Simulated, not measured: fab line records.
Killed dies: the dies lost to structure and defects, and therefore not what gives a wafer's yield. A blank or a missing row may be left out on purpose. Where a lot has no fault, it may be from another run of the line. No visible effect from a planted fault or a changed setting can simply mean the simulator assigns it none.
fab line records    flow berkeley_cmos170
record: lots: 14  wafers: 42  last_day: 11
route steps=331 shown M3@321
lots that met no fault: from a run of the same line without faults
start_h: hours from the record's opening day to when the first of the lot's shown wafers began    wait_h: time in hours since the lot's previous step    " the same as in the row above    L1.1+2: a row that stands for several wafers    - either no value or no given start    * or withheld: withheld    < > ~ a bound
route shown NAME@n: a module of which the file shows steps, and the number in the route of the first    usual: mean/standard deviation taken from wafers without a fault    same: alike in all rows    chamber/n: place in a boat    sites: each site's reading    _std_site: the standard deviation of these    _edge_site: inner sites' mean taken away from outer sites' mean    radius_mm: for every site, how far away it sits from the centre of the wafer    mask NAME#n: copy n    behind: the most recent tool/chamber to have shaped the wafer    hold: what put the lot on hold/how long, in hours/how the hold closed    device: the transistor (n, p or np) that didn't switch    end of line: tests of these same wafers at the route's end    step lacking rows: just its recipe    killed: the dies lost at the first sort to structure and to defects; this is not the yield of the wafer    map: a wafer's dies, x killed, . not, _ none there
set.NAME: the setting as run; set.NAME@STEP: as run at that earlier step    model.NAME: the simulator's own value behind a step, which no gauge read
steps of the route over a sample of lots; a table a step, a row a wafer
services: the hour from which a tool's chamber was out of use, counted from the record's first day as start_h (under 0 if before that day), plus the number of hours and why
== steps ==
step: UCB170_M3_EXPOSE_12
recipe: mask_id: METAL3  target_cd_nm: 700  na: 0.5  sigma_outer: 0.6  source_shape: conventional  dose_mj: 26
usual: exposure_dose_mJ_cm2: 25.998/0.027  focus_offset_nm: 0.0/0.48  sigma_outer: 0.6/0
lot.wafer  tool            chamber  start_h  wait_h  mask      exposure_dose_mJ_cm2  focus_offset_nm  sigma_outer
L138.1     krf_scanner-01  0        174.79   -       METAL3#0  25.976                0.3              0.6
L138.3     "               0        "        "       METAL3#0  25.968                1.1              0.6
L138.6     "               0        "        "       METAL3#0  25.977                -0.3             0.6
L136.1     krf_scanner-01  0        175.00   -       METAL3#0  25.999                -1.0             0.6
L136.2     "               0        "        "       METAL3#0  26.036                -0.8             0.6
L136.5     "               0        "        "       METAL3#0  26.016                -0.3             0.6
L137.2     krf_scanner-02  0        175.26   -       METAL3#0  26.030                -0.3             0.6
L137.3     "               0        "        "       METAL3#0  26.019                0.1              0.6
L137.4     "               0        "        "       METAL3#0  26.066                0.8              0.6
L139.1     krf_scanner-02  0        176.46   -       METAL3#0  26.001                0.1              0.6
L139.3     "               0        "        "       METAL3#0  25.963                0.1              0.6
L139.4     "               0        "        "       METAL3#0  25.954                -1.0             0.6
L140.1     krf_scanner-01  0        192.37   -       METAL3#0  25.965                0.1              0.6
L140.2     "               0        "        "       METAL3#0  25.971                1.1              0.6
L140.4     "               0        "        "       METAL3#0  25.972                0.5              0.6
L141.1     krf_scanner-02  0        192.61   -       METAL3#0  25.989                0.1              0.6
L141.3     "               0        "        "       METAL3#0  25.988                -0.6             0.6
L141.4     "               0        "        "       METAL3#0  25.963                0.0              0.6
L143.2     krf_scanner-01  -        192.87   -       METAL3#0  -                     -                -
L143.4     "               -        "        "       METAL3#0  -                     -                -
L143.6     "               -        "        "       METAL3#0  -                     -                -
L142.3     krf_scanner-01  -        193.01   -       METAL3#0  -                     -                -
L142.4     "               -        "        "       METAL3#0  -                     -                -
L142.5     "               -        "        "       METAL3#0  -                     -                -
L149.1     krf_scanner-01  0        235.18   -       METAL3#0  26.016                -0.6             0.6
L149.2     "               0        "        "       METAL3#0  26.029                0.0              0.6
L149.4     "               0        "        "       METAL3#0  26.002                0.0              0.6
L153.2     krf_scanner-01  0        240.32   -       METAL3#0  26.003                -0.1             0.6
L153.3     "               0        "        "       METAL3#0  25.984                -0.4             0.6
L153.6     "               0        "        "       METAL3#0  25.981                0.0              0.6
L155.1     krf_scanner-01  0        246.24   -       METAL3#0  25.997                -0.5             0.6
L155.4     "               0        "        "       METAL3#0  26.031                0.0              0.6
L155.5     "               0        "        "       METAL3#0  25.994                0.4              0.6
L156.2     krf_scanner-01  0        250.17   -       METAL3#0  25.947                -0.6             0.6
L156.4     "               0        "        "       METAL3#0  25.959                -0.2             0.6
L156.6     "               0        "        "       METAL3#0  25.969                -0.6             0.6
L151.1     krf_scanner-01  0        250.28   -       METAL3#0  26.031                -0.3             0.6
L151.2     "               0        "        "       METAL3#0  26.008                0.2              0.6
L151.5     "               0        "        "       METAL3#0  26.044                -1.0             0.6
L154.1     krf_scanner-02  0        252.03   -       METAL3#0  26.013                -0.3             0.6
L154.2     "               0        "        "       METAL3#0  26.052                0.5              0.6
L154.6     "               0        "        "       METAL3#0  26.018                -0.4             0.6
== services ==
tool            chamber  start_h  hours  kind
krf_scanner-01  -        197.59   4.0    pm
krf_scanner-02  -        201.61   0.8    pm
krf_scanner-02  -        204.11   1.0    pm
krf_scanner-02  -        210.63   1.3    pm
krf_scanner-02  0        211.29   -      calibration
krf_scanner-01  -        225.48   0.8    pm
krf_scanner-01  -        237.21   1.3    pm
krf_scanner-01  0        238.79   -      calibration
krf_scanner-02  -        242.60   4.8    repair
== key ==
first_sign: step: UCB170_M3_EXPOSE_12  reading: tool_record  direction: missing
effect none on later readings
met_at UCB170_M3_EXPOSE_12
struck_lots L142,L143
later_rows_left_out L142.3,L142.4,L142.5,L143.2,L143.4,L143.6
sort_left_out L142.3,L142.4,L142.5,L143.2,L143.4,L143.6
onset_between 192.37 192.87
fault: kind: skipped_step_whole  tool: krf_scanner-01  chamber: -  onset_h: 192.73  steps: UCB170_M3_EXPOSE_12  scope: struck_lots_only
sort_left_out: the simulated sort isn't trusted on such a fault, so these wafers' sort isn't shown, and their yield isn't known
later_rows_left_out: the simulator's readings of these wafers behind a module that went badly wrong aren't trusted and aren't shown, but for the sort
